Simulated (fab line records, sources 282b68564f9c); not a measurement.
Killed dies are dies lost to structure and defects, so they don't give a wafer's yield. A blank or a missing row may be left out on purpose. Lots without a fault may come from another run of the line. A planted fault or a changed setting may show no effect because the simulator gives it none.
Which tool did it? | flow rit_cmos | 7 lots, 21 wafers sampled, at 2 steps of a route of 202

WHAT THE GAUGES READ, wafer by wafer
RIT_CONTACT_THK_MEAS_01.
lot  | measured    | on            | CONTACT_TEOS_THK (nm)
L944 | day 3 15:23 | film_metro-04 | 392 397 405
L947 | day 4 04:19 | film_metro-01 | 401 397 407
L951 | day 5 00:28 | film_metro-02 | 399 401 402
L955 | day 5 20:49 | film_metro-02 | 397 387 397
L957 | day 6 10:31 | film_metro-04 | 393 396 398
L961 | day 7 08:57 | film_metro-01 | 439 446 403
L965 | day 8 08:23 | film_metro-01 | 396 391 391

WHICH TOOL RAN EACH LOT (tool, then ch and the chambers of the sampled wafers, then the start)
lot  | RIT_CONTACT_CVD_00
L944 | pecvd-01 ch 1,2, day 3 15:20
L947 | pecvd-01 ch 0,1,2, day 4 04:16
L951 | pecvd-04 ch 0,1, day 5 00:24
L955 | pecvd-03 ch 0,2, day 5 20:46
L957 | pecvd-04 ch 0,1,2, day 6 10:28
L961 | pecvd-03 ch 1,2, day 7 08:53
L965 | pecvd-01 ch 0,1,2, day 8 08:20
- RIT_CONTACT_CVD_00: deposits SiO2 from TEOS, target thk 400 nm, time 61 s.

THE ANSWER, worked out from the rows above alone
Rule: what is usual is taken from the lots themselves. Put in order of their means at a reading, lots are off if they are a third of the lots or fewer, leave a main group of 4 or more, and stand apart from it by a gap of 3 or more times the standard deviation of the main group's means; of several such gaps the widest counts. A main group whose means are all the same, to the digits that the tables above print for the reading, isn't used. A lot without any number at a reading at which 4 lots or more have one is off too. The other lots that the step has rows for count as sound.
Off: L961, at RIT_CONTACT_THK_MEAS_01 (CONTACT_TEOS_THK). The main group: mean 397 nm, standard deviation 3.4.
A tool fits if, at a process step before that reading, it ran every lot that is off, and no sound lot after the first of them. The gauges at RIT_CONTACT_THK_MEAS_01 are tried like those tools. One fits: pecvd-03 at RIT_CONTACT_CVD_00. Its last sound lot is L955 (day 5 20:46), its first lot that is off L961 (day 7 08:53): a fault that began between those two fits.

WHAT THE SIMULATOR HAD PUT IN
Process parameter drift: pecvd-03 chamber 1, from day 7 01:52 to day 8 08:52, at RIT_CONTACT_CVD_00. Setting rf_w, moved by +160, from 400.
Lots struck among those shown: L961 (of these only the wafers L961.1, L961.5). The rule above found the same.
